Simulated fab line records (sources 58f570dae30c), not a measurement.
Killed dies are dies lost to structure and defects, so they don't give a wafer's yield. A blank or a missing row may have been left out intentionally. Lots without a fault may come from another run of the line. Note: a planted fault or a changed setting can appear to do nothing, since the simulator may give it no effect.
The tool behind it: which one? :: flow berkeley_cmos170 :: Sampling: 15 lots, 45 wafers, 5 of 331 route steps

WHAT THE GAUGES READ, wafer by wafer
UCB170_M1_CD_MEAS_90: target cd 700 nm. Usual: cd_nm 699.9 nm, standard deviation 2.5.
lot: L876
measured: day 8 14:49
on: cd_sem-01
cd_nm (nm): 699.3 700.0 700.1
flag: 

lot: L877
measured: day 9 05:57
on: cd_sem-01
cd_nm (nm): 698.9 698.0 696.0
flag: 

lot: L880
measured: day 9 06:04
on: cd_sem-02
cd_nm (nm): 697.0 697.5 700.9
flag: 

lot: L879
measured: day 9 07:25
on: cd_sem-01
cd_nm (nm): 696.6 697.1 698.2
flag: 

lot: L883
measured: day 9 23:49
on: cd_sem-02
cd_nm (nm): 697.3 697.8 696.8
flag: 

lot: L885
measured: day 10 16:07
on: cd_sem-01
cd_nm (nm): 698.7 700.2 697.5
flag: 

lot: L886
measured: day 10 20:41
on: cd_sem-01
cd_nm (nm): 703.6 703.5 702.5
flag: 

lot: L887
measured: day 10 23:33
on: cd_sem-01
cd_nm (nm): 701.6 700.0 699.4
flag: 

lot: L889
measured: day 11 13:24
on: cd_sem-02
cd_nm (nm): 701.2 702.1 700.1
flag: 

lot: L892
measured: day 11 17:25
on: cd_sem-02
cd_nm (nm): 699.3 700.9 698.8
flag: 

lot: L893
measured: day 11 21:13
on: cd_sem-02
cd_nm (nm): 700.9 700.3 700.9
flag: 

lot: L894
measured: day 13 00:40
on: cd_sem-02
cd_nm (nm): 710.0 709.9 710.3
flag: OFF

lot: L895
measured: day 13 00:58
on: cd_sem-02
cd_nm (nm): 699.8 695.9 698.1
flag: 

lot: L896
measured: day 13 01:13
on: cd_sem-01
cd_nm (nm): 713.1 713.1 716.5
flag: OFF

lot: L899
measured: day 13 19:17
on: cd_sem-01
cd_nm (nm): 713.4 713.6 713.4
flag: OFF

UCB170_V1_BOW_MEAS_03. Usual: V1_BOW 19 um, standard deviation 6.9.
lot: L876
measured: day 8 16:47
on: film_metro-02
V1_BOW (um): 8 18 8
flag: 

lot: L877
measured: day 9 07:55
on: film_metro-03
V1_BOW (um): 14 23 23
flag: 

lot: L880
measured: day 9 09:16
on: film_metro-03
V1_BOW (um): 15 34 17
flag: 

lot: L879
measured: day 9 10:35
on: film_metro-02
V1_BOW (um): 16 10 22
flag: 

lot: L883
measured: day 10 01:47
on: film_metro-03
V1_BOW (um): 16 7 11
flag: 

lot: L885
measured: day 10 18:05
on: film_metro-02
V1_BOW (um): 16 25 28
flag: 

lot: L886
measured: day 10 22:40
on: film_metro-02
V1_BOW (um): 20 27 15
flag: 

lot: L887
measured: day 11 01:31
on: film_metro-02
V1_BOW (um): 14 20 2
flag: 

lot: L889
measured: day 11 15:22
on: film_metro-01
V1_BOW (um): 19 18 17
flag: 

lot: L892
measured: day 11 19:47
on: film_metro-03
V1_BOW (um): 27 22 19
flag: 

lot: L893
measured: day 12 00:25
on: film_metro-01
V1_BOW (um): 21 16 5
flag: 

lot: L895
measured: day 13 03:55
on: film_metro-01
V1_BOW (um): 19 24 14
flag: 

WHICH TOOL RAN EACH LOT (tool, then ch and the chambers of the sampled wafers, then the start)
lot: L876
UCB170_CONTACT_STRIP_06: plasma_asher-04 ch 0,1, day 8 11:11
UCB170_CONTACT_STRIP_19: plasma_asher-02 ch 0,1, day 8 12:54
UCB170_M1_METAL_ETCH_12: rie_metal-02 ch 0,1, day 8 14:35

lot: L877
UCB170_CONTACT_STRIP_06: plasma_asher-02 ch 0,1, day 9 02:04
UCB170_CONTACT_STRIP_19: plasma_asher-01 ch 0,1, day 9 03:41
UCB170_M1_METAL_ETCH_12: rie_metal-02 ch 0, day 9 05:35

lot: L880
UCB170_CONTACT_STRIP_06: plasma_asher-01 ch 0,1, day 9 02:15
UCB170_CONTACT_STRIP_19: plasma_asher-01 ch 0,1, day 9 03:58
UCB170_M1_METAL_ETCH_12: rie_metal-03 ch 0,1, day 9 05:49

lot: L879
UCB170_CONTACT_STRIP_06: plasma_asher-02 ch 0,1, day 9 03:52
UCB170_CONTACT_STRIP_19: plasma_asher-04 ch 0,1, day 9 05:22
UCB170_M1_METAL_ETCH_12: rie_metal-04 ch 0,1, day 9 07:10

lot: L883
UCB170_CONTACT_STRIP_06: plasma_asher-04 ch 0,1, day 9 19:49
UCB170_CONTACT_STRIP_19: plasma_asher-04 ch 0,1, day 9 21:46
UCB170_M1_METAL_ETCH_12: rie_metal-02 ch 0, day 9 23:29

lot: L885
UCB170_CONTACT_STRIP_06: plasma_asher-04 ch 0,1, day 10 11:01
UCB170_CONTACT_STRIP_19: plasma_asher-04 ch 0,1, day 10 13:31
UCB170_M1_METAL_ETCH_12: rie_metal-02 ch 1, day 10 15:47

lot: L886
UCB170_CONTACT_STRIP_06: plasma_asher-02 ch 0,1, day 10 16:43
UCB170_CONTACT_STRIP_19: plasma_asher-02 ch 0,1, day 10 18:14
UCB170_M1_METAL_ETCH_12: rie_metal-03 ch 0,1, day 10 20:28

lot: L887
UCB170_CONTACT_STRIP_06: plasma_asher-04 ch 0,1, day 10 18:31
UCB170_CONTACT_STRIP_19: plasma_asher-02 ch 0,1, day 10 20:52
UCB170_M1_METAL_ETCH_12: rie_metal-02 ch 1, day 10 23:11

lot: L889
UCB170_CONTACT_STRIP_06: plasma_asher-01 ch 0,1, day 11 09:30
UCB170_CONTACT_STRIP_19: plasma_asher-02 ch 0,1, day 11 11:13
UCB170_M1_METAL_ETCH_12: rie_metal-02 ch 0,1, day 11 13:10

lot: L892
UCB170_CONTACT_STRIP_06: plasma_asher-02 ch 0,1, day 11 13:20
UCB170_CONTACT_STRIP_19: plasma_asher-01 ch 0,1, day 11 15:26
UCB170_M1_METAL_ETCH_12: rie_metal-02 ch 0, day 11 17:11

lot: L893
UCB170_CONTACT_STRIP_06: plasma_asher-04 ch 0,1, day 11 15:45
UCB170_CONTACT_STRIP_19: plasma_asher-01 ch 0,1, day 11 17:26
UCB170_M1_METAL_ETCH_12: rie_metal-04 ch 0,1, day 11 20:59

lot: L894
UCB170_CONTACT_STRIP_06: plasma_asher-02 ch 0,1, day 12 20:18
UCB170_CONTACT_STRIP_19: plasma_asher-01 ch 0,1, day 12 22:29
UCB170_M1_METAL_ETCH_12: rie_metal-02 ch 0,1, day 13 00:25

lot: L895
UCB170_CONTACT_STRIP_06: plasma_asher-02 ch 0,1, day 12 20:30
UCB170_CONTACT_STRIP_19: plasma_asher-01 ch 0,1, day 12 22:43
UCB170_M1_METAL_ETCH_12: rie_metal-03 ch 0,1, day 13 00:44

lot: L896
UCB170_CONTACT_STRIP_06: plasma_asher-02 ch 0,1, day 12 20:47
UCB170_CONTACT_STRIP_19: plasma_asher-02 ch 0,1, day 12 22:58
UCB170_M1_METAL_ETCH_12: rie_metal-02 ch 0,1, day 13 00:58

lot: L899
UCB170_CONTACT_STRIP_06: plasma_asher-01 ch 0,1, day 13 12:41
UCB170_CONTACT_STRIP_19: plasma_asher-04 ch 0,1, day 13 16:11
UCB170_M1_METAL_ETCH_12: rie_metal-02 ch 0,1, day 13 19:03
- UCB170_CONTACT_STRIP_06: strips in O2.
- UCB170_CONTACT_STRIP_19: strips in O2.
- UCB170_M1_METAL_ETCH_12: etches Al in Cl2/BCl3, stops on PSG, target depth 780 nm, time 130 s.

WHAT THE TOOLS THEMSELVES READ (means of the sampled wafers that have a number; where no wafer has one, the mark that the record gives instead)
UCB170_CONTACT_STRIP_06. Usual: drypump_motor_current_A 5.6 A, standard deviation 0.39; o2_flow_sccm 400.1 sccm, standard deviation 1.2; oes_product_au 0.735 a.u., standard deviation 0.0046; strip_time_to_endpoint_s 21.99 s, standard deviation 0.065.
lot: L876
tool: plasma_asher-04
drypump_motor_current_A (A): 5.6
o2_flow_sccm (sccm): 400.0
oes_product_au (a.u.): 0.733
strip_time_to_endpoint_s (s): 21.94
flag: 

lot: L877
tool: plasma_asher-02
drypump_motor_current_A (A): 5.5
o2_flow_sccm (sccm): 400.6
oes_product_au (a.u.): 0.738
strip_time_to_endpoint_s (s): 22.02
flag: 

lot: L880
tool: plasma_asher-01
drypump_motor_current_A (A): 6.1
o2_flow_sccm (sccm): 401.6
oes_product_au (a.u.): 0.732
strip_time_to_endpoint_s (s): 22.02
flag: 

lot: L879
tool: plasma_asher-02
drypump_motor_current_A (A): 5.5
o2_flow_sccm (sccm): 399.9
oes_product_au (a.u.): 0.734
strip_time_to_endpoint_s (s): 21.92
flag: 

lot: L883
tool: plasma_asher-04
drypump_motor_current_A (A): 5.5
o2_flow_sccm (sccm): 398.5
oes_product_au (a.u.): 0.735
strip_time_to_endpoint_s (s): 22.09
flag: 

lot: L885
tool: plasma_asher-04
drypump_motor_current_A (A): 5.5
o2_flow_sccm (sccm): 401.2
oes_product_au (a.u.): 0.737
strip_time_to_endpoint_s (s): 22.00
flag: 

lot: L886
tool: plasma_asher-02
drypump_motor_current_A (A): 5.6
o2_flow_sccm (sccm): 399.5
oes_product_au (a.u.): 0.733
strip_time_to_endpoint_s (s): 21.89
flag: 

lot: L887
tool: plasma_asher-04
drypump_motor_current_A (A): 5.6
o2_flow_sccm (sccm): 402.2
oes_product_au (a.u.): 0.739
strip_time_to_endpoint_s (s): 21.94
flag: 

lot: L889
tool: plasma_asher-01
drypump_motor_current_A (A): 6.0
o2_flow_sccm (sccm): 399.7
oes_product_au (a.u.): 0.737
strip_time_to_endpoint_s (s): 22.00
flag: 

lot: L892
tool: plasma_asher-02
drypump_motor_current_A (A): 5.3
o2_flow_sccm (sccm): 400.4
oes_product_au (a.u.): 0.735
strip_time_to_endpoint_s (s): 21.93
flag: 

lot: L893
tool: plasma_asher-04
drypump_motor_current_A (A): 5.5
o2_flow_sccm (sccm): 400.6
oes_product_au (a.u.): 0.736
strip_time_to_endpoint_s (s): 22.05
flag: 

lot: L894
tool: plasma_asher-02
drypump_motor_current_A (A): 5.5
o2_flow_sccm (sccm): 400.3
oes_product_au (a.u.): 0.733
strip_time_to_endpoint_s (s): 21.98
flag: 

lot: L895
tool: plasma_asher-02
drypump_motor_current_A (A): 5.3
o2_flow_sccm (sccm): 400.2
oes_product_au (a.u.): 0.737
strip_time_to_endpoint_s (s): 22.11
flag: 

lot: L896
tool: plasma_asher-02
drypump_motor_current_A (A): 5.3
o2_flow_sccm (sccm): 400.7
oes_product_au (a.u.): 0.734
strip_time_to_endpoint_s (s): 22.01
flag: 

lot: L899
tool: plasma_asher-01
drypump_motor_current_A (A): 6.1
o2_flow_sccm (sccm): 398.1
oes_product_au (a.u.): 0.734
strip_time_to_endpoint_s (s): 22.05
flag: 

UCB170_CONTACT_STRIP_19. Usual: drypump_motor_current_A 5.6 A, standard deviation 0.37; o2_flow_sccm 399.9 sccm, standard deviation 1.2; oes_product_au 0.725 a.u., standard deviation 0.0045.
lot: L876
tool: plasma_asher-02
drypump_motor_current_A (A): 5.5
o2_flow_sccm (sccm): 399.1
oes_product_au (a.u.): 0.731
flag: 

lot: L877
tool: plasma_asher-01
drypump_motor_current_A (A): 6.1
o2_flow_sccm (sccm): 400.2
oes_product_au (a.u.): 0.728
flag: 

lot: L880
tool: plasma_asher-01
drypump_motor_current_A (A): 6.1
o2_flow_sccm (sccm): 400.7
oes_product_au (a.u.): 0.720
flag: 

lot: L879
tool: plasma_asher-04
drypump_motor_current_A (A): 5.5
o2_flow_sccm (sccm): 399.5
oes_product_au (a.u.): 0.727
flag: 

lot: L883
tool: plasma_asher-04
drypump_motor_current_A (A): 5.6
o2_flow_sccm (sccm): 399.2
oes_product_au (a.u.): 0.726
flag: 

lot: L885
tool: plasma_asher-04
drypump_motor_current_A (A): 5.5
o2_flow_sccm (sccm): 399.9
oes_product_au (a.u.): 0.727
flag: 

lot: L886
tool: plasma_asher-02
drypump_motor_current_A (A): 5.6
o2_flow_sccm (sccm): 401.5
oes_product_au (a.u.): 0.724
flag: 

lot: L887
tool: plasma_asher-02
drypump_motor_current_A (A): 5.5
o2_flow_sccm (sccm): 400.7
oes_product_au (a.u.): 0.727
flag: 

lot: L889
tool: plasma_asher-02
drypump_motor_current_A (A): 5.5
o2_flow_sccm (sccm): 398.8
oes_product_au (a.u.): 0.725
flag: 

lot: L892
tool: plasma_asher-01
drypump_motor_current_A (A): 6.0
o2_flow_sccm (sccm): 401.8
oes_product_au (a.u.): 0.722
flag: 

lot: L893
tool: plasma_asher-01
drypump_motor_current_A (A): 6.1
o2_flow_sccm (sccm): 399.1
oes_product_au (a.u.): 0.725
flag: 

lot: L894
tool: plasma_asher-01
drypump_motor_current_A (A): 6.1
o2_flow_sccm (sccm): 399.7
oes_product_au (a.u.): 0.727
flag: 

lot: L895
tool: plasma_asher-01
drypump_motor_current_A (A): 6.0
o2_flow_sccm (sccm): 399.4
oes_product_au (a.u.): 0.725
flag: 

lot: L896
tool: plasma_asher-02
drypump_motor_current_A (A): 5.3
o2_flow_sccm (sccm): 400.5
oes_product_au (a.u.): 0.729
flag: 

lot: L899
tool: plasma_asher-04
drypump_motor_current_A (A): 5.5
o2_flow_sccm (sccm): 400.2
oes_product_au (a.u.): 0.725
flag: 

UCB170_M1_METAL_ETCH_12. Usual: drypump_motor_current_A 5.8 A, standard deviation 0.52; mfc_cl2_sccm 90.02 sccm, standard deviation 0.24; oes_product_au 0.855 a.u., standard deviation 0.013; throttle_valve_pct 24.35 %, standard deviation 0.19.
lot: L876
tool: rie_metal-02
drypump_motor_current_A (A): 5.6
mfc_cl2_sccm (sccm): 90.03
oes_product_au (a.u.): 0.868
throttle_valve_pct (%): 24.25
flag: 

lot: L877
tool: rie_metal-02
drypump_motor_current_A (A): 5.9
mfc_cl2_sccm (sccm): 89.68
oes_product_au (a.u.): 0.858
throttle_valve_pct (%): 24.34
flag: 

lot: L880
tool: rie_metal-03
drypump_motor_current_A (A): 5.5
mfc_cl2_sccm (sccm): 90.00
oes_product_au (a.u.): 0.856
throttle_valve_pct (%): 24.62
flag: 

lot: L879
tool: rie_metal-04
drypump_motor_current_A (A): 6.4
mfc_cl2_sccm (sccm): 89.97
oes_product_au (a.u.): 0.856
throttle_valve_pct (%): 24.28
flag: 

lot: L883
tool: rie_metal-02
drypump_motor_current_A (A): 5.9
mfc_cl2_sccm (sccm): 89.88
oes_product_au (a.u.): 0.847
throttle_valve_pct (%): 24.35
flag: 

lot: L885
tool: rie_metal-02
drypump_motor_current_A (A): 5.0
mfc_cl2_sccm (sccm): 89.78
oes_product_au (a.u.): 0.873
throttle_valve_pct (%): 24.06
flag: 

lot: L886
tool: rie_metal-03
drypump_motor_current_A (A): 5.5
mfc_cl2_sccm (sccm): 90.04
oes_product_au (a.u.): 0.865
throttle_valve_pct (%): 24.61
flag: 

lot: L887
tool: rie_metal-02
drypump_motor_current_A (A): 5.0
mfc_cl2_sccm (sccm): 89.91
oes_product_au (a.u.): 0.868
throttle_valve_pct (%): 24.08
flag: 

lot: L889
tool: rie_metal-02
drypump_motor_current_A (A): 5.3
mfc_cl2_sccm (sccm): 89.81
oes_product_au (a.u.): 0.868
throttle_valve_pct (%): 24.21
flag: 

lot: L892
tool: rie_metal-02
drypump_motor_current_A (A): 5.9
mfc_cl2_sccm (sccm): 89.95
oes_product_au (a.u.): 0.846
throttle_valve_pct (%): 24.50
flag: 

lot: L893
tool: rie_metal-04
drypump_motor_current_A (A): 6.4
mfc_cl2_sccm (sccm): 89.97
oes_product_au (a.u.): 0.855
throttle_valve_pct (%): 24.29
flag: 

lot: L894
tool: rie_metal-02
drypump_motor_current_A (A): 5.6
mfc_cl2_sccm (sccm): 90.25
oes_product_au (a.u.): 0.762
throttle_valve_pct (%): 24.40
flag: OFF

lot: L895
tool: rie_metal-03
drypump_motor_current_A (A): 5.8
mfc_cl2_sccm (sccm): 90.39
oes_product_au (a.u.): 0.846
throttle_valve_pct (%): 24.61
flag: 

lot: L896
tool: rie_metal-02
drypump_motor_current_A (A): 5.6
mfc_cl2_sccm (sccm): 90.24
oes_product_au (a.u.): 0.765
throttle_valve_pct (%): 24.40
flag: OFF

lot: L899
tool: rie_metal-02
drypump_motor_current_A (A): 5.3
mfc_cl2_sccm (sccm): 90.10
oes_product_au (a.u.): 0.775
throttle_valve_pct (%): 24.26
flag: OFF

THE ANSWER, worked out from the rows above alone
Rule: a lot counts as off when the mean over its wafers that have a number is more than 3 standard deviations away from the usual mean. A lot without any number at a reading at which 4 lots or more have one is off too. The other lots that the step has rows for count as sound. Order of review: gauges by route order, followed by the tools' own readings, for which a lot's mean as printed above is used. The first step at which some lot is off is used, and at that step the reading that is off furthest; a lot without a number counts as furthest.
Off: L894, L896, L899, at UCB170_M1_CD_MEAS_90 (cd_nm).
If a tool, at a process step before that reading, ran all the lots that are off and no sound lot after the first of them, it fits. Not tried: the gauges at UCB170_M1_CD_MEAS_90; whatever is off there is also off at UCB170_M1_METAL_ETCH_12, on other tools, and gauge error can't account for it. One fits: UCB170_M1_METAL_ETCH_12 on rie_metal-02. Its last sound lot is L892 (day 11 17:11), its first lot that is off L894 (day 13 00:25): a fault that began between those two fits.
The tool's own readings at UCB170_M1_METAL_ETCH_12 bear it out: on the lots that are off they differ by more than 5 times the standard deviation of the sound lots' means. oes_product_au reads 0.767 a.u. there against 0.859 a.u. on the sound lots.

WHAT THE SIMULATOR PUT IN
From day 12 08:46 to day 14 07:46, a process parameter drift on rie_metal-02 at UCB170_M1_METAL_ETCH_12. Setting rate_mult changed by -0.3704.
Shown lots that were struck: L894, L896, L899. The rule given above showed the same thing.
